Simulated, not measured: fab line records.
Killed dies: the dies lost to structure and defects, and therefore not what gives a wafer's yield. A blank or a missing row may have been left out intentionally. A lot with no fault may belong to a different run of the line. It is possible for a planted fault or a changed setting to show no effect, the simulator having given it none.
fab line records	flow ritCmos
record lots=15	wafers=45	lastDay=7
route steps=202 shown ACTIVE@16 FOX1@20 PRETRO@73 GATE@93 M1@202
lots that met no fault: from a run of the same line without faults
startH: hours from the record's first day to the start of the lot's first wafer shown	waitH: time in hours since the lot's previous step	" repeats the value in the row above	L1.1+2: a single row standing in for several wafers	- value missing, or start not given	* or withheld: withheld	< > ~ a bound
route shown NAME@n: a module of which the file shows steps, and the number in the route of the first	usual: mean/standard deviation of fault-free wafers	same: alike in all rows	chamber/n: place in a boat	sites: the reading at each site	_std_site: their standard deviation	_edge_site: inner sites' mean taken away from outer sites' mean	radiusMm: how far each site lies from the wafer's centre	mask NAME#n: copy n	behind: the tool/chamber that last shaped the wafer	hold: why the lot was held/for how many hours/how that ended	device: transistor that didn't switch, given as n, p or np	end of line: the route-end tests of the same wafers	step lacking rows: just its recipe	killed: dies that structure and defects cost at the first sort, which is not the same as the wafer's yield	map: per-die view of a wafer (x killed, . not killed, _ where there is no die)
set.NAME: the run value of the setting; set.NAME@STEP: its run value at that earlier step	model.NAME: the simulator's own value behind a step, which no gauge read
one table for each step of the route and one row for each wafer, over a sample of lots
services: from which hour (startH, from the record's first day; less than 0 if before it) a tool's chamber was out of use, for how many hours, and why
## steps
# step RIT_ACTIVE_CD_MEAS_90
# recipe targetCdNm=1400
# usual cdNm=1400.1/2.4
lot.wafer	tool	chamber	startH	waitH	cdNm
L983.3	cdSem-02	-	15.89	0.1	1398.3
L983.4	"	-	"	"	1397.8
L983.6	"	-	"	"	1396.8
L984.2	cdSem-02	-	22.33	0.1	1396.4
L984.4	"	-	"	"	1396.6
L984.6	"	-	"	"	1394.2
L985.1	cdSem-02	-	25.38	0.1	1398.6
L985.3	"	-	"	"	1400.7
L985.6	"	-	"	"	1403.5
L986.1	cdSem-02	-	30.20	0.1	1397.9
L986.3	"	-	"	"	1399.2
L986.6	"	-	"	"	1397.1
L987.1	cdSem-02	-	35.07	0.1	1399.8
L987.5	"	-	"	"	1398.4
L987.6	"	-	"	"	1398.3
L988.1	cdSem-02	-	40.25	0.1	1401.0
L988.2	"	-	"	"	1397.6
L988.4	"	-	"	"	1397.0
L989.2	cdSem-02	-	45.16	0.1	1397.3
L989.4	"	-	"	"	1397.2
L989.6	"	-	"	"	1400.1
L991.3	cdSem-02	-	55.18	0.1	1402.7
L991.4	"	-	"	"	1404.3
L991.5	"	-	"	"	1403.6
L992.3	cdSem-02	-	62.06	0.1	1403.4
L992.4	"	-	"	"	1403.6
L992.6	"	-	"	"	1402.7
L993.1	cdSem-01	-	66.62	0.1	1401.9
L993.3	"	-	"	"	1403.5
L993.6	"	-	"	"	1402.8
L994.2	cdSem-01	-	76.03	0.1	1399.8
L994.3	"	-	"	"	1399.7
L994.6	"	-	"	"	1397.4
L999.2	cdSem-02	-	95.60	0.1	1403.6
L999.4	"	-	"	"	1403.2
L999.6	"	-	"	"	1403.2
L101.1	cdSem-01	-	106.47	0.1	1398.9
L101.4	"	-	"	"	1397.3
L101.5	"	-	"	"	1399.3
L104.1	cdSem-02	-	120.98	0.1	1399.1
L104.3	"	-	"	"	1401.3
L104.5	"	-	"	"	1400.6
L105.1	cdSem-02	-	125.22	0.1	1400.6
L105.2	"	-	"	"	1400.7
L105.4	"	-	"	"	1400.0
# step RIT_FOX1_OXIDATION_00
# recipe tempC=1100	ambient=H2O	targetThkA=3507	pH2oTorr=720	oxTimeS=1130
# usual spikeTcSourceC=1126.2/2.4
lot.wafer	tool	chamber	startH	waitH	spikeTcSourceC
L983.3	furnace-03	0	18.20	1.9	1128.1
L983.4	"	0	"	"	1129.1
L983.6	"	0	"	"	1128.6
L984.2	furnace-01	0	23.99	1.2	1125.5
L984.4	"	0	"	"	1127.9
L984.6	"	0	"	"	1128.0
L985.1	furnace-04	0	28.86	3.0	1122.6
L985.3	"	0	"	"	1123.5
L985.6	"	0	"	"	1123.8
L986.1	furnace-04	0	32.11	1.4	1123.8
L986.3	"	0	"	"	1123.5
L986.6	"	0	"	"	1125.1
L987.1	furnace-04	0	36.06	0.4	1121.6
L987.5	"	0	"	"	1124.0
L987.6	"	0	"	"	1123.6
L988.1	furnace-04	0	42.05	1.3	1123.7
L988.2	"	0	"	"	1122.8
L988.4	"	0	"	"	1123.6
L989.2	furnace-04	0	45.76	0.1	1124.4
L989.4	"	0	"	"	1123.1
L989.6	"	0	"	"	1124.9
L991.3	furnace-04	0	58.96	3.3	1124.1
L991.4	"	0	"	"	1122.8
L991.5	"	0	"	"	1123.3
L992.3	furnace-03	0	68.02	5.5	1129.5
L992.4	"	0	"	"	1129.9
L992.6	"	0	"	"	1128.6
L993.1	furnace-03	0	68.02	0.9	1128.8
L993.3	"	0	"	"	1128.6
L993.6	"	0	"	"	1127.9
L994.2	furnace-01	0	76.51	0.0	1128.1
L994.3	"	0	"	"	1127.7
L994.6	"	0	"	"	1127.8
L999.2	furnace-01	0	96.06	0.0	1129.0
L999.4	"	0	"	"	1127.4
L999.6	"	0	"	"	1128.0
L101.1	furnace-01	0	107.40	0.2	1127.8
L101.4	"	0	"	"	1125.5
L101.5	"	0	"	"	1128.6
L104.1	furnace-03	0	122.13	0.6	1129.6
L104.3	"	0	"	"	1129.5
L104.5	"	0	"	"	1129.4
L105.1	furnace-03	0	127.95	2.2	1129.5
L105.2	"	0	"	"	1126.5
L105.4	"	0	"	"	1126.8
# step RIT_FOX1_THK_MEAS_01
# recipe reads=SiO2_of_FOX1_OXIDATION_00
# usual FOX1_OXIDE_THK=350/7.1
lot.wafer	tool	chamber	startH	waitH	FOX1_OXIDE_THK[nm]
L983.3	filmMetro-01	-	19.53	0.0	348
L983.4	"	-	"	"	345
L983.6	"	-	"	"	341
L984.2	filmMetro-04	-	25.31	0.0	370
L984.4	"	-	"	"	361
L984.6	"	-	"	"	369
L985.1	filmMetro-04	-	30.17	0.0	356
L985.3	"	-	"	"	357
L985.6	"	-	"	"	360
L986.1	filmMetro-01	-	33.42	0.0	357
L986.3	"	-	"	"	354
L986.6	"	-	"	"	349
L987.1	filmMetro-01	-	37.37	0.0	358
L987.5	"	-	"	"	351
L987.6	"	-	"	"	355
L988.1	filmMetro-01	-	43.37	0.0	391
L988.2	"	-	"	"	388
L988.4	"	-	"	"	392
L989.2	filmMetro-04	-	47.08	0.0	393
L989.4	"	-	"	"	385
L989.6	"	-	"	"	398
L991.3	filmMetro-04	-	60.30	0.0	384
L991.4	"	-	"	"	381
L991.5	"	-	"	"	389
L993.1	filmMetro-03	-	69.34	0.0	352
L993.3	"	-	"	"	348
L993.6	"	-	"	"	349
L992.3	filmMetro-04	-	69.36	0.0	348
L992.4	"	-	"	"	341
L992.6	"	-	"	"	342
L994.2	filmMetro-01	-	77.83	0.0	347
L994.3	"	-	"	"	354
L994.6	"	-	"	"	349
L999.2	filmMetro-01	-	97.39	0.0	348
L999.4	"	-	"	"	345
L999.6	"	-	"	"	347
L101.1	filmMetro-03	-	108.71	0.0	344
L101.4	"	-	"	"	348
L101.5	"	-	"	"	350
L104.1	filmMetro-03	-	123.44	0.0	343
L104.3	"	-	"	"	342
L104.5	"	-	"	"	349
L105.1	filmMetro-01	-	129.27	0.0	357
L105.2	"	-	"	"	354
L105.4	"	-	"	"	355
# step RIT_PRETRO_STRIP_09
# recipe chemistry=O2	timeS=180	resist=NOVOLAK	platenTempC=withheld	powerW=500	pressureMtorr=4000	o2FlowSccm=4000
# usual drypumpMotorCurrentA=5.78/0.27
lot.wafer	tool	chamber	startH	waitH	drypumpMotorCurrentA	rfHoursCounterH
L983.3	plasmaAsher-01	1	34.09	0.1	5.61	-
L983.4	"	0	"	"	6.00	-
L983.6	"	0	"	"	6.00	-
L984.2	plasmaAsher-02	1	41.63	0.1	5.91	40
L984.4	"	1	"	"	5.92	-
L984.6	"	0	"	"	6.13	-
L985.1	plasmaAsher-02	0	45.85	0.1	6.16	40
L985.3	"	0	"	"	6.13	-
L985.6	"	0	"	"	6.13	-
L986.1	plasmaAsher-01	0	47.99	0.1	6.02	39
L986.3	"	0	"	"	6.02	-
L986.6	"	0	"	"	6.03	-
L987.1	plasmaAsher-01	1	52.99	0.1	5.52	40
L987.5	"	1	"	"	5.56	-
L987.6	"	0	"	"	6.01	-
L988.1	plasmaAsher-01	1	58.33	0.1	5.60	40
L988.2	"	0	"	"	6.01	40
L988.4	"	0	"	"	6.02	-
L989.2	plasmaAsher-02	1	61.18	0.1	5.92	42
L989.4	"	0	"	"	6.15	-
L989.6	"	1	"	"	5.91	-
L991.3	plasmaAsher-04	0	78.99	0.1	5.41	-
L991.4	"	1	"	"	5.65	-
L991.5	"	1	"	"	5.65	-
L993.1	plasmaAsher-01	0	85.95	0.1	6.02	43
L993.3	"	0	"	"	6.00	-
L993.6	"	0	"	"	6.00	-
L992.3	plasmaAsher-02	1	86.50	0.1	5.89	-
L992.4	"	0	"	"	6.15	-
L992.6	"	0	"	"	6.16	-
L994.2	plasmaAsher-02	0	92.20	0.1	6.16	45
L994.3	"	0	"	"	6.16	-
L994.6	"	0	"	"	6.17	-
L999.2	plasmaAsher-04	0	113.59	0.1	5.43	45
L999.4	"	0	"	"	5.45	-
L999.6	"	0	"	"	5.45	-
L101.1	plasmaAsher-01	1	123.43	0.1	5.55	1
L101.4	"	0	"	"	6.01	-
L101.5	"	1	"	"	5.54	-
L104.1	plasmaAsher-02	1	140.21	0.1	5.91	51
L104.3	"	1	"	"	5.89	-
L104.5	"	0	"	"	6.17	-
L105.1	plasmaAsher-02	1	145.98	0.1	5.90	52
L105.2	"	0	"	"	6.17	52
L105.4	"	1	"	"	5.91	-
# step RIT_GATE_OVL_MEAS_17
# usual GATE_OVL=0.6/1.2
lot.wafer	tool	chamber	startH	waitH	GATE_OVL[nm]
L983.3	overlay-01	-	40.45	0.1	-0.2
L983.4	"	-	"	"	-0.9
L983.6	"	-	"	"	-2.5
L984.2	overlay-01	-	48.71	0.1	2.0
L984.4	"	-	"	"	0.8
L984.6	"	-	"	"	1.8
L985.1	overlay-02	-	51.91	0.1	0.4
L985.3	"	-	"	"	0.1
L985.6	"	-	"	"	0.0
L986.1	overlay-02	-	53.28	0.1	2.7
L986.3	"	-	"	"	2.4
L986.6	"	-	"	"	1.1
L987.1	overlay-01	-	63.23	0.1	3.0
L987.5	"	-	"	"	4.1
L987.6	"	-	"	"	2.2
L988.1	overlay-02	-	69.65	0.1	0.2
L988.2	"	-	"	"	-0.5
L988.4	"	-	"	"	-1.0
L989.2	overlay-02	-	74.13	0.1	1.4
L989.4	"	-	"	"	0.2
L989.6	"	-	"	"	-0.1
L991.3	overlay-01	-	86.12	0.1	-0.4
L991.4	"	-	"	"	0.7
L991.5	"	-	"	"	0.4
L993.1	overlay-02	-	93.12	0.1	2.9
L993.3	"	-	"	"	2.6
L993.6	"	-	"	"	-0.3
L992.3	overlay-02	-	95.71	0.1	1.4
L992.4	"	-	"	"	1.9
L992.6	"	-	"	"	1.4
L994.2	overlay-02	-	98.03	0.1	-0.4
L994.3	"	-	"	"	2.0
L994.6	"	-	"	"	0.6
L999.2	overlay-02	-	122.42	0.1	-0.5
L999.4	"	-	"	"	1.7
L999.6	"	-	"	"	0.4
L101.1	overlay-02	-	132.35	0.1	0.7
L101.4	"	-	"	"	0.0
L101.5	"	-	"	"	0.5
L104.1	overlay-02	-	152.58	0.1	0.6
L104.3	"	-	"	"	1.1
L104.5	"	-	"	"	0.7
L105.1	overlay-02	-	157.24	0.1	-0.3
L105.2	"	-	"	"	1.3
L105.4	"	-	"	"	-1.2
# step RIT_M1_PROBE_99
# usual killedAtContacts=0.1/0.32	killedAtFrontEnd=6/3.1	killedDies=7/3.2	killedOpen=3.1/1.9	killedShort=3.5/2.2
# same grossDies=264	killed_at_M0_to_M3=0	killed_at_M4_up=0	killedAtBackSide=0	killedAtOther=0
lot.wafer	tool	chamber	startH	waitH	killedAtContacts	killedAtFrontEnd	killedDies	killedOpen	killedShort
L983.3	prober-01	-	61.72	0.2	0	8	8	4	4
L983.4	prober-01	-	61.77	0.2	0	7	7	3	4
L983.6	prober-01	-	61.87	0.2	0	8	8	3	5
L984.2	prober-02	-	69.30	0.1	0	6	6	3	3
L984.4	prober-02	-	69.40	0.2	0	7	7	3	4
L984.6	prober-02	-	69.50	0.2	0	8	8	4	4
L985.1	prober-01	-	74.09	0.1	0	7	7	2	5
L985.3	prober-01	-	74.19	0.2	0	0	0	0	0
L985.6	prober-01	-	74.34	0.2	0	2	2	1	1
L986.1	prober-01	-	75.97	0.1	0	5	5	2	3
L986.3	prober-01	-	76.07	0.2	0	4	4	2	2
L986.6	prober-01	-	76.22	0.2	1	1	2	2	0
L987.1	prober-02	-	89.63	0.1	0	2	2	2	0
L987.5	prober-02	-	89.83	0.2	1	10	11	4	7
L987.6	prober-02	-	89.88	0.2	0	4	4	1	3
L988.1	prober-01	-	94.56	0.1	0	7	7	5	2
L988.2	prober-01	-	94.61	0.1	0	5	5	4	1
L988.4	prober-01	-	94.71	0.2	0	3	3	0	3
L989.2	prober-02	-	96.11	0.1	0	4	4	3	1
L989.4	prober-02	-	96.21	0.2	0	8	8	5	3
L989.6	prober-02	-	96.31	0.2	0	2	2	1	1
L991.3	prober-02	-	108.38	0.2	1	11	12	9	3
L991.4	prober-02	-	108.43	0.2	0	10	10	6	4
L991.5	prober-02	-	108.48	0.2	0	14	14	6	8
L993.1	prober-01	-	115.24	0.1	0	8	8	5	3
L993.3	prober-01	-	115.34	0.2	0	8	8	4	4
L993.6	prober-01	-	115.49	0.2	0	3	3	2	1
L992.3	prober-02	-	117.41	0.2	0	7	7	2	5
L992.4	prober-02	-	117.46	0.2	0	4	4	4	0
L992.6	prober-02	-	117.56	0.2	1	6	7	4	3
L994.2	prober-01	-	118.86	0.1	0	4	4	1	3
L994.3	prober-01	-	118.91	0.2	0	6	6	4	2
L994.6	prober-01	-	119.06	0.2	0	13	13	5	8
L999.2	prober-02	-	142.30	0.1	0	9	9	4	5
L999.4	prober-02	-	142.40	0.2	0	4	4	3	1
L999.6	prober-02	-	142.50	0.2	1	4	5	1	4
L101.1	prober-02	-	153.35	0.1	0	3	3	2	1
L101.4	prober-02	-	153.50	0.2	0	3	3	1	2
L101.5	prober-02	-	153.55	0.2	0	6	6	4	2
L104.1	prober-02	-	174.28	0.1	0	8	8	3	5
L104.3	prober-02	-	174.38	0.2	0	9	9	4	5
L104.5	prober-02	-	174.48	0.2	0	6	6	2	4
L105.1	prober-01	-	178.33	0.1	0	7	7	2	5
L105.2	prober-01	-	178.38	0.1	0	10	10	5	5
L105.4	prober-01	-	178.48	0.2	0	3	3	1	2
# killed by level:class
L983.3 GATE:geometricParticle:open=3 GATE:geometricParticle:short=2 SILICIDE:geometricParticle:short=2 FOX1:geometricParticle:open=1
L983.4 GATE:geometricParticle:short=4 GATE:geometricParticle:open=3
L983.6 GATE:geometricParticle:short=4 REOX:geometricParticle:open=2 GATE:geometricParticle:open=1 REOX:geometricParticle:short=1
L984.2 GATE:geometricParticle:short=2 GATE:geometricParticle:open=1 REOX:geometricParticle:open=1 REOX:geometricParticle:short=1 SILICIDE:geometricParticle:open=1
L984.4 GATE:geometricParticle:short=2 FOX1:geometricParticle:open=1 GATE:geometricParticle:open=1 REOX:geometricParticle:short=1 SPACER:geometricParticle:short=1 SPACER:geometricParticle:open=1
L984.6 FOX1:geometricParticle:open=2 SPACER:geometricParticle:short=2 FOX1:geometricParticle:short=1 FOX2:geometricParticle:open=1 GATE:geometricParticle:open=1 REOX:geometricParticle:short=1
L985.1 GATE:geometricParticle:short=3 REOX:geometricParticle:short=2 FOX1:geometricParticle:open=1 GATE:geometricParticle:open=1
L985.6 REOX:geometricParticle:open=1 SILICIDE:geometricParticle:short=1
L986.1 GATE:geometricParticle:short=2 GATE:geometricParticle:open=1 REOX:geometricParticle:open=1 SPACER:geometricParticle:short=1
L986.3 GATE:geometricParticle:open=1 GATE:geometricParticle:short=1 REOX:geometricParticle:open=1 SPACER:geometricParticle:short=1
L986.6 REOX:geometricParticle:open=1 CONTACT:geometricParticle:open=1
L987.1 FOX2:geometricParticle:open=1 GATE:geometricParticle:open=1
L987.5 FOX1:geometricParticle:open=2 FOX1:geometricParticle:short=2 SPACER:geometricParticle:short=2 FOX2:geometricParticle:open=1 GATE:geometricParticle:short=1 SPACER:geometricParticle:open=1 SILICIDE:geometricParticle:short=1 CONTACT:geometricParticle:short=1
L987.6 GATE:geometricParticle:short=2 SPACER:geometricParticle:open=1 SILICIDE:geometricParticle:short=1
L988.1 REOX:geometricParticle:open=4 GATE:geometricParticle:short=1 SPACER:geometricParticle:short=1 SPACER:geometricParticle:open=1
L988.2 REOX:geometricParticle:open=3 GATE:geometricParticle:open=1 REOX:geometricParticle:short=1
L988.4 FOX1:geometricParticle:short=1 GATE:geometricParticle:short=1 REOX:geometricParticle:short=1
L989.2 FOX1:geometricParticle:open=2 GATE:geometricParticle:open=1 SPACER:geometricParticle:short=1
L989.4 FOX1:geometricParticle:open=2 GATE:geometricParticle:open=2 FOX1:geometricParticle:short=1 GATE:geometricParticle:short=1 REOX:geometricParticle:open=1 SILICIDE:geometricParticle:short=1
L989.6 GATE:geometricParticle:short=1 SPACER:geometricParticle:open=1
L991.3 SPACER:geometricParticle:open=3 FOX1:geometricParticle:open=2 FOX2:geometricParticle:open=2 FOX1:geometricParticle:short=1 GATE:geometricParticle:open=1 REOX:geometricParticle:short=1 SILICIDE:geometricParticle:short=1 CONTACT:geometricParticle:open=1
L991.4 GATE:geometricParticle:short=4 GATE:geometricParticle:open=3 SPACER:geometricParticle:open=2 SILICIDE:geometricParticle:open=1
L991.5 FOX1:geometricParticle:short=2 FOX1:geometricParticle:open=2 GATE:geometricParticle:open=2 GATE:geometricParticle:short=2 SPACER:geometricParticle:short=2 SILICIDE:geometricParticle:short=2 FOX2:geometricParticle:open=1 SPACER:geometricParticle:open=1
L993.1 GATE:geometricParticle:short=3 FOX2:geometricParticle:open=2 GATE:geometricParticle:open=2 FOX1:geometricParticle:open=1
L993.3 FOX1:geometricParticle:open=2 GATE:geometricParticle:short=2 FOX1:geometricParticle:short=1 FOX2:geometricParticle:short=1 REOX:geometricParticle:open=1 SPACER:geometricParticle:open=1
L993.6 GATE:geometricParticle:open=1 REOX:geometricParticle:open=1 SPACER:geometricParticle:short=1
L992.3 SPACER:geometricParticle:short=2 FOX1:geometricParticle:short=1 FOX2:geometricParticle:open=1 REOX:geometricParticle:short=1 SPACER:geometricParticle:open=1 SILICIDE:geometricParticle:short=1
L992.4 GATE:geometricParticle:open=3 REOX:geometricParticle:open=1
L992.6 GATE:geometricParticle:short=2 GATE:geometricParticle:open=1 REOX:geometricParticle:open=1 SPACER:geometricParticle:short=1 SPACER:geometricParticle:open=1 CONTACT:geometricParticle:open=1
L994.2 FOX1:geometricParticle:short=1 GATE:geometricParticle:short=1 SILICIDE:geometricParticle:short=1 SILICIDE:geometricParticle:open=1
L994.3 SILICIDE:geometricParticle:open=2 FOX2:geometricParticle:short=1 GATE:geometricParticle:short=1 GATE:geometricParticle:open=1 SPACER:geometricParticle:open=1
L994.6 GATE:geometricParticle:open=3 FOX2:geometricParticle:short=2 GATE:geometricParticle:short=2 REOX:geometricParticle:short=2 REOX:geometricParticle:open=2 FOX1:geometricParticle:short=1 SILICIDE:geometricParticle:short=1
L999.2 GATE:geometricParticle:short=4 SILICIDE:geometricParticle:open=2 FOX1:geometricParticle:open=1 SPACER:geometricParticle:open=1 SILICIDE:geometricParticle:short=1
L999.4 FOX1:geometricParticle:short=1 FOX2:geometricParticle:open=1 GATE:geometricParticle:open=1 SILICIDE:geometricParticle:open=1
L999.6 FOX2:geometricParticle:short=2 GATE:geometricParticle:open=1 CONTACT:geometricParticle:short=1 STARTING-WAFER:geometricParticle:short=1
L101.1 FOX1:geometricParticle:short=1 FOX1:geometricParticle:open=1 REOX:geometricParticle:open=1
L101.4 GATE:geometricParticle:short=2 GATE:geometricParticle:open=1
L101.5 SPACER:geometricParticle:open=2 FOX1:geometricParticle:short=1 FOX1:geometricParticle:open=1 GATE:geometricParticle:short=1 GATE:geometricParticle:open=1
L104.1 GATE:geometricParticle:short=5 GATE:geometricParticle:open=3
L104.3 GATE:geometricParticle:open=4 GATE:geometricParticle:short=3 REOX:geometricParticle:short=2
L104.5 GATE:geometricParticle:short=3 FOX2:geometricParticle:short=1 GATE:geometricParticle:open=1 SPACER:geometricParticle:open=1
L105.1 SILICIDE:geometricParticle:short=3 REOX:geometricParticle:short=2 GATE:geometricParticle:open=1 SILICIDE:geometricParticle:open=1
L105.2 GATE:geometricParticle:short=5 GATE:geometricParticle:open=3 REOX:geometricParticle:open=1 SPACER:geometricParticle:open=1
L105.4 GATE:geometricParticle:short=2 SPACER:geometricParticle:open=1
## services
tool	chamber	startH	hours	kind
furnace-01	-	12.30	3.6	pm
furnace-03	-	21.02	3.6	pm
furnace-01	-	27.24	2.7	pm
plasmaAsher-01	-	43.43	1.2	repair
plasmaAsher-04	-	49.04	2.8	pm
plasmaAsher-04	-	85.90	2.0	repair
plasmaAsher-04	-	89.52	2.1	repair
plasmaAsher-01	-	108.75	9.0	pm
plasmaAsher-01	0	108.75	9.0	ventCycle
plasmaAsher-01	1	108.75	9.0	ventCycle
plasmaAsher-01	0	117.75	-	clean
plasmaAsher-01	1	117.75	-	clean
furnace-04	-	124.44	4.2	pm
furnace-04	-	136.92	18.3	pm
## key
firstSign step=RIT_FOX1_THK_MEAS_01	reading=FOX1_OXIDE_THK	direction=up	sigmas=5.5	usual=350	struck=389
effect none on later readings
metAt RIT_FOX1_OXIDATION_00
struckLots L988,L989,L991
testerLeftOut L988,L989,L991
notActingAt RIT_ACTIVE_CD_MEAS_90,RIT_PRETRO_STRIP_09,RIT_GATE_OVL_MEAS_17
onsetBetween 36.06 42.05
fault kind=processParameterDrift	tool=furnace-04	chamber=-	onsetH=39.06	steps=RIT_FOX1_OXIDATION_00	channel=oxTimeS	offset=*	shape=step	endH=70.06	actsIn=*	stated=*
# testerLeftOut: of these lots the tester's yield and bins aren't shown, on N5 and GAA mostly nor the transistor test; their killed dies are dies lost to structure and defects alone, not to doping, threshold or leakage, so they don't give the yield
